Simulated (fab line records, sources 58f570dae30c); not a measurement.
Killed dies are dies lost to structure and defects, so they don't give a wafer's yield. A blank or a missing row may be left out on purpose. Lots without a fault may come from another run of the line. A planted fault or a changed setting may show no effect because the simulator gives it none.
fab line records | flow berkeley_cmos170
record lots=13 wafers=39 last_day=12
route steps=331 shown NSD@190
lots that met no fault: from a run of the same line without faults
start_h: hours from the record's first day to the start of the lot's first wafer shown | wait_h: hours since the lot's step before | " the same as in the row above | L1.1+2: a row that stands for several wafers | - no value, or no start given | * or withheld: withheld | < > ~ a bound
route shown NAME@n: a module of which the file shows steps, and the number in the route of the first | usual: mean/standard deviation of fault-free wafers | same: alike in all rows | chamber/n: place in a boat | sites: the reading at each site | _std_site: their standard deviation | _edge_site: outer sites' mean less inner sites' | radius_mm: how far each site lies from the wafer's centre | mask NAME#n: copy n | behind: the tool/chamber that last shaped the wafer | hold: why the lot was held/for how many hours/how that ended | device: the transistor (n, p or np) that didn't switch | end of line: the same wafers' tests at the end of the route | a step without rows: its recipe alone | killed: dies lost to structure and defects at the first sort, not the wafer's yield | map: a wafer's dies, x killed, . not, _ none there
set.NAME: the setting as run; set.NAME@STEP: as run at that earlier step | model.NAME: the simulator's own value behind a step, which no gauge read
steps of the route over a sample of lots; a table a step, a row a wafer
services: from which hour (start_h, from the record's first day; less than 0 if before it) a tool's chamber was out of use, for how many hours, and why
## steps
# step UCB170_NSD_EXPOSE_03
# recipe mask_id=NSELECT_MOD na=0.5 sigma_outer=0.6 source_shape=conventional target_cd_nm=1200 dose_mj=30
# usual exposure_dose_mJ_cm2=31.05/0.031
# columns lot.wafer tool chamber start_h wait_h mask exposure_dose_mJ_cm2
L876.1 krf_scanner-01 0 168.50 0.2 NSELECT_MOD#0 31.04
L876.2 " 0 " " NSELECT_MOD#0 31.00
L876.5 " 0 " " NSELECT_MOD#0 31.02
L877.2 krf_scanner-02 0 168.76 0.5 NSELECT_MOD#0 31.07
L877.5 " 0 " " NSELECT_MOD#0 31.02
L877.6 " 0 " " NSELECT_MOD#0 31.09
L879.3 krf_scanner-01 0 184.19 0.1 NSELECT_MOD#0 31.02
L879.4 " 0 " " NSELECT_MOD#0 31.01
L879.5 " 0 " " NSELECT_MOD#0 31.01
L878.1 krf_scanner-02 0 184.39 0.3 NSELECT_MOD#0 31.09
L878.3 " 0 " " NSELECT_MOD#0 31.05
L878.4 " 0 " " NSELECT_MOD#0 31.02
L880.2 krf_scanner-01 0 189.43 0.2 NSELECT_MOD#0 30.99
L880.3 " 0 " " NSELECT_MOD#0 31.05
L880.4 " 0 " " NSELECT_MOD#0 31.10
L882.2 krf_scanner-01 0 189.74 0.2 NSELECT_MOD#0 31.03
L882.3 " 0 " " NSELECT_MOD#0 31.02
L882.5 " 0 " " NSELECT_MOD#0 31.02
L884.2 krf_scanner-02 0 201.60 0.2 NSELECT_MOD#0 31.13
L884.4 " 0 " " NSELECT_MOD#0 31.11
L884.6 " 0 " " NSELECT_MOD#0 31.14
L885.1 krf_scanner-01 0 215.69 0.2 NSELECT_MOD#0 31.02
L885.3 " 0 " " NSELECT_MOD#0 31.03
L885.6 " 0 " " NSELECT_MOD#0 31.02
L886.3 krf_scanner-02 0 216.06 0.2 NSELECT_MOD#0 31.04
L886.5 " 0 " " NSELECT_MOD#0 31.02
L886.6 " 0 " " NSELECT_MOD#0 31.02
L887.1 krf_scanner-01 0 216.26 0.3 NSELECT_MOD#0 31.06
L887.2 " 0 " " NSELECT_MOD#0 31.09
L887.6 " 0 " " NSELECT_MOD#0 31.06
L891.1 krf_scanner-02 0 239.96 0.2 NSELECT_MOD#0 30.88
L891.3 " 0 " " NSELECT_MOD#0 30.84
L891.5 " 0 " " NSELECT_MOD#0 30.87
L889.3 krf_scanner-01 0 240.24 0.3 NSELECT_MOD#0 31.01
L889.4 " 0 " " NSELECT_MOD#0 31.01
L889.5 " 0 " " NSELECT_MOD#0 31.04
L897.2 krf_scanner-01 0 266.72 0.4 NSELECT_MOD#0 31.04
L897.4 " 0 " " NSELECT_MOD#0 31.07
L897.6 " 0 " " NSELECT_MOD#0 31.00
# step UCB170_NSD_CD_MEAS_06
# recipe target_cd_nm=1200
# usual cd_nm=1200.0/1.4
# columns lot.wafer tool chamber start_h wait_h cd_nm
L876.1 cd_sem-02 - 168.94 - 1202.2
L876.2 " - " " 1200.7
L876.5 " - " " 1202.8
L877.2 cd_sem-01 - 169.16 - 1197.2
L877.5 " - " " 1199.4
L877.6 " - " " 1198.4
L879.3 cd_sem-02 - 184.96 - 1199.5
L879.4 " - " " 1202.2
L879.5 " - " " 1200.6
L878.1 cd_sem-01 - 185.19 - 1198.9
L878.3 " - " " 1199.0
L878.4 " - " " 1198.5
L880.2 cd_sem-01 - 190.03 - 1201.0
L880.3 " - " " 1202.3
L880.4 " - " " 1201.0
L882.2 cd_sem-01 - 190.37 - 1199.9
L882.3 " - " " 1198.5
L882.5 " - " " 1199.9
L884.2 cd_sem-02 - 202.58 - 1198.8
L884.4 " - " " 1198.1
L884.6 " - " " 1199.9
L885.1 cd_sem-02 - 216.09 - 1201.5
L885.3 " - " " 1201.4
L885.6 " - " " 1202.6
L886.3 cd_sem-01 - 216.45 - 1197.2
L886.5 " - " " 1197.9
L886.6 " - " " 1198.1
L887.1 cd_sem-02 - 216.65 - 1200.9
L887.2 " - " " 1201.0
L887.6 " - " " 1201.1
L891.1 cd_sem-02 - 240.66 - 1208.0
L891.3 " - " " 1212.9
L891.5 " - " " 1202.9
L889.3 cd_sem-01 - 240.75 - 1198.8
L889.4 " - " " 1198.1
L889.5 " - " " 1200.2
L897.2 cd_sem-01 - 267.11 - 1199.8
L897.4 " - " " 1200.1
L897.6 " - " " 1199.8
## services
# columns tool chamber start_h hours kind
krf_scanner-01 - 166.68 1.0 pm
krf_scanner-02 0 168.30 - calibration
krf_scanner-02 - 185.41 1.3 pm
krf_scanner-02 - 210.46 1.0 pm
krf_scanner-01 - 211.75 1.3 pm
krf_scanner-02 - 239.36 0.2 repair
krf_scanner-02 - 252.82 4.4 pm
krf_scanner-01 0 254.06 - calibration
krf_scanner-01 - 261.05 0.8 pm
krf_scanner-02 - 262.05 1.8 repair
## key
first_sign step=UCB170_NSD_EXPOSE_03 reading=exposure_dose_mJ_cm2 direction=down sigmas=5.8 usual=31.05 struck=30.87
effect step=UCB170_NSD_CD_MEAS_06 reading=cd_nm direction=up sigmas=5.8 usual=1200.0 struck=1207.9 wafers_moved=2 through=control_loop
met_at UCB170_NSD_EXPOSE_03
struck_lots L891
tester_left_out L891
loop_trim step=UCB170_NSD_EXPOSE_03 setting=dose lots=L891
onset_between 216.06 239.96
fault kind=process_parameter_drift tool=krf_scanner-02 chamber=- onset_h=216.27 steps=UCB170_NSD_EXPOSE_03 channel=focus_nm offset=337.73 spread_by_wafer=0.3 shape=step end_h=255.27
# tester_left_out: of these lots the tester's yield and bins aren't shown, on N5 and GAA mostly nor the transistor test; their killed dies are dies lost to structure and defects alone, not to doping, threshold or leakage, so they don't give the yield
# loop_trim: a control loop set the setting to another value than it would have without faults
